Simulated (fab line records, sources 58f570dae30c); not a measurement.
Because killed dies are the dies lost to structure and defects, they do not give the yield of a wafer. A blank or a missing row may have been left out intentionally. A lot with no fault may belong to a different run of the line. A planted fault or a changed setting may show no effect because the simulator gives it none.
fab line records + flow berkeley-cmos170
record:
- lots: 14
- wafers: 42
- last-day: 11
route steps=331 shown GATE@140
lots with no fault: from the same line, run without faults
start-h: the number of hours between the record's first day and the start of the first shown wafer of the lot + wait-h: how many hours have passed since the lot's step before this one + " unchanged from the row above + L1.1+2: a row that stands for several wafers + - no value, or no start was given + * or withheld: withheld + < > ~ a bound
route shown NAME@n: NAME is a module with steps in the file, n the number in the route of the first one + usual: the fault-free wafers' mean and standard deviation + same: alike in all rows + chamber/n: place in a boat + sites: the reading at each site + _std_site: the standard deviation of these + _edge_site: inner sites' mean taken away from outer sites' mean + radius-mm: how far each site lies from the wafer's centre + mask NAME#n: copy n + behind: the tool/chamber that last shaped the wafer + hold: why the lot was held/for how many hours/how that ended + device: the n, p or np transistor that did not switch + end of line: tests of these same wafers at the route's end + a step given without rows: its recipe and nothing more + killed: count of dies lost to structure and defects at first sort (not the wafer's yield) + map: per-die view of a wafer (x killed, . not killed, _ where there is no die)
set.NAME: the run value of the setting; set.NAME@STEP: its run value at that earlier step + model.NAME: the simulator's own value behind a step, which no gauge read
route steps across a sampled set of lots; one table per step, one row per wafer
services: from which hour (start-h, from the record's first day; less than 0 if before it) a tool's chamber was out of use, for how many hours, and why
== steps ==
step: UCB170_GATE_ETCH_14
recipe:
- chemistry: N2/H2
- target-depth-a: withheld
- overetch-a: withheld
- target: BARC
- time-s: withheld
- source-w: 500
- bias-w: 102.2
- pressure-mtorr: 30
- n2-flow-sccm: 100
- h2-flow-sccm: 200
usual:
- bias-w: 102.22/0.28
- chamber-pressure-mTorr: 29.999/0.027
- drypump-motor-current-A: 5.8/0.43
- n2-flow-sccm: 99.98/0.25
- oes-product-au: 1.004/0.016
- throttle-valve-pct: 13.30/0.14
| lot.wafer | tool        | chamber | start-h | wait-h | bias-w | chamber-pressure-mTorr | drypump-motor-current-A | n2-flow-sccm | oes-product-au | throttle-valve-pct |
|-----------|-------------|---------|---------|--------|--------|------------------------|-------------------------|--------------|----------------|--------------------|
| L451.3    | rie-diel-03 | 0       | 131.82  | 0.0    | 101.81 | 29.975                 | 5.3                     | 99.77        | 0.994          | 13.28              |
| L451.4    | "           | 1       | "       | "      | 101.82 | 29.962                 | 5.4                     | 99.80        | 1.016          | 13.23              |
| L451.5    | "           | 3       | "       | "      | 102.23 | 29.965                 | 6.6                     | 99.94        | 1.010          | 13.49              |
| L460.2    | rie-diel-01 | 2       | 175.34  | 0.0    | 102.42 | 30.027                 | 6.1                     | 99.99        | 0.999          | 13.37              |
| L460.4    | "           | 3       | "       | "      | 102.35 | 29.994                 | 5.6                     | 99.59        | 1.022          | 13.06              |
| L460.5    | "           | 1       | "       | "      | 102.76 | 30.033                 | 6.1                     | 99.82        | 0.985          | 12.91              |
| L459.1    | rie-diel-02 | 2       | 175.63  | 0.0    | 102.03 | 29.970                 | 6.3                     | 99.77        | 1.010          | 13.43              |
| L459.4    | "           | 0       | "       | "      | 102.23 | 29.994                 | 5.3                     | 100.35       | 1.013          | 13.33              |
| L459.5    | "           | 1       | "       | "      | 101.84 | 29.985                 | 5.6                     | 100.01       | 0.998          | 13.28              |
| L462.1    | rie-diel-02 | 0       | 181.80  | 0.0    | -      | -                      | -                       | -            | -              | -                  |
| L462.2    | "           | 3       | "       | "      | -      | -                      | -                       | -            | -              | -                  |
| L462.6    | "           | 2       | "       | "      | -      | -                      | -                       | -            | -              | -                  |
| L463.1    | rie-diel-03 | 2       | 181.92  | 0.0    | -      | -                      | -                       | -            | -              | -                  |
| L463.4    | "           | 0       | "       | "      | -      | -                      | -                       | -            | -              | -                  |
| L463.6    | "           | 2       | "       | "      | -      | -                      | -                       | -            | -              | -                  |
| L465.1    | rie-diel-03 | 2       | 191.19  | 0.0    | 102.26 | 29.973                 | 5.6                     | 99.70        | 1.018          | 13.35              |
| L465.2    | "           | 1       | "       | "      | 102.23 | 30.026                 | 5.4                     | 100.07       | 1.009          | 13.25              |
| L465.6    | "           | 3       | "       | "      | 102.24 | 30.001                 | 6.5                     | 99.69        | 1.002          | 13.46              |
| L466.1    | rie-diel-02 | 0       | 191.47  | 0.0    | 102.24 | 30.042                 | 5.3                     | 99.47        | 1.023          | 13.34              |
| L466.4    | "           | 1       | "       | "      | 102.03 | 29.995                 | 5.6                     | 99.80        | 0.992          | 13.26              |
| L466.5    | "           | 0       | "       | "      | 102.24 | 30.006                 | 5.3                     | 99.88        | 1.011          | 13.34              |
| L467.3    | rie-diel-01 | 2       | 201.75  | 0.0    | 101.73 | 30.028                 | 6.1                     | 100.13       | 1.008          | 13.37              |
| L467.4    | "           | 1       | "       | "      | 102.80 | 30.050                 | 6.1                     | 99.68        | 0.989          | 12.92              |
| L467.5    | "           | 2       | "       | "      | 102.00 | 30.029                 | 6.1                     | 100.22       | 1.007          | 13.38              |
| L468.1    | rie-diel-02 | 1       | 210.48  | 0.0    | 102.24 | 30.003                 | 5.6                     | 100.43       | 0.995          | 13.28              |
| L468.2    | "           | 3       | "       | "      | 102.36 | 29.978                 | 6.0                     | 100.20       | 0.981          | 13.26              |
| L468.6    | "           | 3       | "       | "      | 102.41 | 30.032                 | 6.0                     | 99.76        | 0.981          | 13.27              |
| L470.2    | rie-diel-01 | 0       | 218.11  | 0.0    | 101.86 | 30.033                 | 5.3                     | 99.50        | 1.023          | 13.42              |
| L470.5    | "           | 3       | "       | "      | 102.32 | 29.991                 | 5.6                     | 100.09       | 1.023          | 13.05              |
| L470.6    | "           | 2       | "       | "      | 101.81 | 30.001                 | 6.1                     | 99.70        | 0.992          | 13.39              |
| L471.3    | rie-diel-02 | 2       | 218.20  | 0.0    | 101.82 | 30.006                 | 6.2                     | 99.71        | 1.025          | 13.43              |
| L471.4    | "           | 1       | "       | "      | 102.38 | 30.001                 | 5.6                     | 100.45       | 0.999          | 13.29              |
| L471.5    | "           | 1       | "       | "      | 102.69 | 30.005                 | 5.6                     | 100.12       | 0.999          | 13.30              |
| L473.1    | rie-diel-03 | 2       | 226.36  | 0.0    | 102.19 | 29.969                 | 5.6                     | 99.92        | 1.024          | 13.36              |
| L473.2    | "           | 3       | "       | "      | 101.76 | 30.008                 | 6.6                     | 99.84        | 1.000          | 13.46              |
| L473.5    | "           | 1       | "       | "      | 101.78 | 29.953                 | 5.4                     | 99.90        | 1.009          | 13.25              |
| L474.1    | rie-diel-02 | 0       | 226.86  | 0.0    | 101.99 | 30.018                 | 5.3                     | 100.25       | 1.014          | 13.32              |
| L474.2    | "           | 2       | "       | "      | 102.19 | 30.042                 | 6.3                     | 99.92        | 1.021          | 13.44              |
| L474.5    | "           | 1       | "       | "      | 102.20 | 30.025                 | 5.6                     | 100.28       | 1.006          | 13.28              |
| L472.1    | rie-diel-03 | 2       | 227.09  | 0.0    | 102.06 | 30.010                 | 5.6                     | 100.01       | 1.025          | 13.36              |
| L472.3    | "           | 0       | "       | "      | 101.72 | 29.976                 | 5.3                     | 100.32       | 0.982          | 13.27              |
| L472.6    | "           | 2       | "       | "      | 102.27 | 29.976                 | 5.6                     | 100.09       | 1.016          | 13.36              |
step: UCB170_GATE_ETCH_15
recipe:
- chemistry: HBr/Cl2
- target: poly-Si
- stop-on: SiO2
- over-etch-frac: 0.3
- icp-w: 300
- bias-w: 150
- time-s: 56.3
- pressure-mtorr: 15
- HBr_flow_sccm: 150
- Cl2_flow_sccm: 50
- target-depth-a: 2782
usual:
- HBr_flow_sccm: 149.9/0.5
- bias-w: 150.1/0.46
- drypump-motor-current-A: 5.4/0.45
- oes-product-au: 0.825/0.012
- throttle-valve-pct: 26.50/0.22
same:
- over-etch-frac: 0.3
| lot.wafer | tool      | chamber | start-h | wait-h | HBr_flow_sccm | bias-w | drypump-motor-current-A | oes-product-au | rf-hours-counter-h | throttle-valve-pct |
|-----------|-----------|---------|---------|--------|---------------|--------|-------------------------|----------------|--------------------|--------------------|
| L451.3    | rie-si-01 | 0       | 131.86  | -      | 149.0         | 150.1  | 5.1                     | 0.847          | 93                 | 26.32              |
| L451.4    | "         | 3       | "       | "      | 149.5         | 150.0  | 5.5                     | 0.832          | 10                 | 26.64              |
| L451.5    | "         | 0       | "       | "      | 149.0         | 150.3  | 5.1                     | 0.852          | -                  | 26.33              |
| L460.2    | rie-si-01 | 1       | 175.38  | -      | 150.3         | 150.2  | 5.5                     | 0.827          | 0                  | 26.51              |
| L460.4    | "         | 2       | "       | "      | 149.1         | 151.3  | 6.4                     | 0.840          | 87                 | 26.30              |
| L460.5    | "         | 1       | "       | "      | 150.9         | 150.0  | 5.5                     | 0.821          | -                  | 26.52              |
| L459.1    | rie-si-01 | 2       | 175.68  | -      | 150.1         | 150.8  | 6.4                     | 0.843          | 87                 | 26.31              |
| L459.4    | "         | 0       | "       | "      | 150.1         | 150.2  | 5.1                     | 0.848          | 94                 | 26.32              |
| L459.5    | "         | 0       | "       | "      | 149.8         | 150.6  | 5.1                     | 0.852          | -                  | 26.31              |
| L462.1    | rie-si-02 | 2       | 181.84  | -      | 149.8         | 149.8  | 5.2                     | 0.269          | 0                  | 26.56              |
| L462.2    | "         | 0       | "       | "      | 149.8         | 150.3  | 5.3                     | 0.271          | 78                 | 26.17              |
| L462.6    | "         | 1       | "       | "      | 150.5         | 149.9  | 5.7                     | 0.268          | -                  | 26.54              |
| L463.1    | rie-si-01 | 1       | 181.96  | -      | 149.6         | 150.2  | 5.5                     | 0.271          | 0                  | 26.52              |
| L463.4    | "         | 3       | "       | "      | 149.5         | 149.5  | 5.5                     | 0.268          | 10                 | 26.63              |
| L463.6    | "         | 3       | "       | "      | 149.5         | 150.3  | 5.5                     | 0.264          | -                  | 26.63              |
| L465.1    | rie-si-02 | 2       | 191.23  | -      | 150.2         | 150.4  | 5.2                     | 0.833          | 0                  | 26.54              |
| L465.2    | "         | 3       | "       | "      | 150.0         | 151.1  | 4.8                     | 0.837          | 1                  | 26.91              |
| L465.6    | "         | 2       | "       | "      | 149.7         | 150.0  | 5.2                     | 0.836          | -                  | 26.56              |
| L466.1    | rie-si-01 | 3       | 191.51  | -      | 150.0         | 150.0  | 5.5                     | 0.802          | 10                 | 26.62              |
| L466.4    | "         | 0       | "       | "      | 149.8         | 150.9  | 5.1                     | 0.829          | 94                 | 26.31              |
| L466.5    | "         | 2       | "       | "      | 150.5         | 149.7  | 6.4                     | 0.824          | -                  | 26.29              |
| L467.3    | rie-si-01 | 1       | 201.79  | -      | 150.4         | 150.4  | 5.5                     | 0.815          | 0                  | 26.51              |
| L467.4    | "         | 0       | "       | "      | 149.6         | 149.8  | 5.1                     | 0.828          | 94                 | 26.30              |
| L467.5    | "         | 2       | "       | "      | 149.9         | 151.1  | 6.4                     | 0.821          | -                  | 26.30              |
| L468.1    | rie-si-02 | 2       | 210.52  | -      | 150.0         | 149.9  | 5.2                     | 0.830          | 0                  | 26.55              |
| L468.2    | "         | 0       | "       | "      | 149.7         | 150.2  | 5.3                     | 0.825          | 78                 | 26.16              |
| L468.6    | "         | 2       | "       | "      | 150.4         | 150.4  | 5.2                     | 0.839          | -                  | 26.55              |
| L470.2    | rie-si-02 | 3       | 218.16  | -      | 150.7         | 150.0  | 4.8                     | 0.818          | 1                  | 26.91              |
| L470.5    | "         | 1       | "       | "      | 149.7         | 149.4  | 5.7                     | 0.814          | -                  | 26.54              |
| L470.6    | "         | 0       | "       | "      | 149.8         | 150.1  | 5.3                     | 0.814          | -                  | 26.17              |
| L471.3    | rie-si-01 | 2       | 218.25  | -      | 149.7         | 150.7  | 6.4                     | 0.832          | 87                 | 26.31              |
| L471.4    | "         | 0       | "       | "      | 149.7         | 150.5  | 5.1                     | 0.844          | 94                 | 26.32              |
| L471.5    | "         | 2       | "       | "      | 149.4         | 150.3  | 6.4                     | 0.826          | -                  | 26.30              |
| L473.1    | rie-si-02 | 0       | 226.40  | -      | 150.3         | 150.0  | 5.3                     | 0.828          | 78                 | 26.18              |
| L473.2    | "         | 2       | "       | "      | 150.1         | 149.5  | 5.2                     | 0.840          | 0                  | 26.55              |
| L473.5    | "         | 3       | "       | "      | 150.3         | 149.8  | 4.8                     | 0.833          | -                  | 26.91              |
| L474.1    | rie-si-01 | 2       | 226.90  | -      | 150.6         | 150.2  | 6.4                     | 0.828          | 87                 | 26.31              |
| L474.2    | "         | 3       | "       | "      | 149.4         | 150.2  | 5.5                     | 0.814          | 10                 | 26.63              |
| L474.5    | "         | 0       | "       | "      | 149.9         | 149.4  | 5.1                     | 0.839          | -                  | 26.33              |
| L472.1    | rie-si-02 | 3       | 227.13  | -      | 149.6         | 149.7  | 4.8                     | 0.824          | 1                  | 26.93              |
| L472.3    | "         | 1       | "       | "      | 150.0         | 150.5  | 5.7                     | 0.815          | 1                  | 26.53              |
| L472.6    | "         | 1       | "       | "      | 149.6         | 149.5  | 5.7                     | 0.825          | -                  | 26.55              |
step: UCB170_GATE_CD_MEAS_90
recipe:
- target-cd-nm: 350
usual:
- cd-nm: 350.1/1.3
| lot.wafer | tool      | chamber | start-h | wait-h | cd-nm |
|-----------|-----------|---------|---------|--------|-------|
| L451.3    | cd-sem-02 | -       | 132.08  | 0.1    | 349.5 |
| L451.4    | "         | -       | "       | "      | 350.6 |
| L451.5    | "         | -       | "       | "      | 349.1 |
| L460.2    | cd-sem-01 | -       | 175.55  | 0.1    | 350.2 |
| L460.4    | "         | -       | "       | "      | 349.4 |
| L460.5    | "         | -       | "       | "      | 350.3 |
| L459.1    | cd-sem-01 | -       | 175.84  | 0.1    | 349.9 |
| L459.4    | "         | -       | "       | "      | 348.6 |
| L459.5    | "         | -       | "       | "      | 349.4 |
| L462.1    | cd-sem-01 | -       | 182.12  | 0.2    | -     |
| L462.2    | "         | -       | "       | "      | -     |
| L462.6    | "         | -       | "       | "      | -     |
| L463.1    | cd-sem-02 | -       | 182.17  | 0.1    | -     |
| L463.4    | "         | -       | "       | "      | -     |
| L463.6    | "         | -       | "       | "      | -     |
| L465.1    | cd-sem-01 | -       | 191.38  | 0.1    | 349.4 |
| L465.2    | "         | -       | "       | "      | 349.0 |
| L465.6    | "         | -       | "       | "      | 349.6 |
| L466.1    | cd-sem-02 | -       | 191.66  | 0.1    | 351.3 |
| L466.4    | "         | -       | "       | "      | 351.7 |
| L466.5    | "         | -       | "       | "      | 351.4 |
| L467.3    | cd-sem-02 | -       | 201.98  | 0.1    | 349.5 |
| L467.4    | "         | -       | "       | "      | 348.5 |
| L467.5    | "         | -       | "       | "      | 349.3 |
| L468.1    | cd-sem-02 | -       | 210.74  | 0.1    | 349.7 |
| L468.2    | "         | -       | "       | "      | 349.1 |
| L468.6    | "         | -       | "       | "      | 348.0 |
| L470.2    | cd-sem-01 | -       | 218.32  | 0.1    | 352.7 |
| L470.5    | "         | -       | "       | "      | 352.2 |
| L470.6    | "         | -       | "       | "      | 352.6 |
| L471.3    | cd-sem-02 | -       | 218.43  | 0.1    | 350.4 |
| L471.4    | "         | -       | "       | "      | 350.2 |
| L471.5    | "         | -       | "       | "      | 351.7 |
| L473.1    | cd-sem-02 | -       | 226.55  | 0.1    | 352.7 |
| L473.2    | "         | -       | "       | "      | 350.9 |
| L473.5    | "         | -       | "       | "      | 351.6 |
| L474.1    | cd-sem-02 | -       | 227.05  | 0.1    | 349.8 |
| L474.2    | "         | -       | "       | "      | 350.7 |
| L474.5    | "         | -       | "       | "      | 350.4 |
| L472.1    | cd-sem-02 | -       | 227.28  | 0.1    | 348.5 |
| L472.3    | "         | -       | "       | "      | 349.1 |
| L472.6    | "         | -       | "       | "      | 349.5 |
== services ==
| tool        | chamber | start-h | hours | kind           |
|-------------|---------|---------|-------|----------------|
| rie-diel-02 | -       | 123.01  | 2.8   | pm             |
| rie-diel-01 | 2       | 136.74  | 2.4   | repair         |
| rie-diel-03 | -       | 137.31  | 2.6   | repair         |
| rie-diel-02 | -       | 150.37  | 14.6  | pm             |
| rie-si-02   | 2       | 154.93  | -     | clean          |
| rie-si-02   | 2       | 154.93  | 24.7  | scheduled-down |
| rie-si-02   | 2       | 154.93  | 24.7  | vent-cycle     |
| rie-si-02   | -       | 176.69  | 0.2   | repair         |
| rie-diel-01 | -       | 211.60  | 0.9   | repair         |
| rie-si-02   | -       | 212.15  | 0.1   | repair         |
== key ==
first-sign:
- step: UCB170_GATE_ETCH_14
- reading: tool-record
- direction: missing
effect:
- step: UCB170_GATE_ETCH_15
- reading: oes-product-au
- direction: down
- sigmas: 45
- usual: 0.825
- struck: 0.269
effect:
- step: UCB170_GATE_CD_MEAS_90
- reading: cd-nm
- direction: missing
met-at UCB170_GATE_ETCH_14
struck-lots L462,L463
later-rows-left-out L462.1,L462.2,L462.6,L463.1,L463.4,L463.6
sort-left-out L462.1,L462.2,L462.6,L463.1,L463.4,L463.6
tester-left-out L462,L463
onset-between 175.63 181.80
fault:
- kind: skipped-step-whole
- tool: rie-diel-02,rie-diel-03
- chamber: -
- onset-h: 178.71
- steps: UCB170_GATE_ETCH_14
- scope: struck-lots-only
tester-left-out: of these lots the tester's yield and bins aren't shown, on N5 and GAA mostly nor the transistor test; their killed dies are dies lost to structure and defects alone, not to doping, threshold or leakage, so they don't give the yield
sort-left-out: the simulated sort isn't trusted on such a fault, so these wafers' sort isn't shown, and their yield isn't known
later-rows-left-out: the simulator's readings of these wafers behind a module that went badly wrong aren't trusted and aren't shown, but for the sort
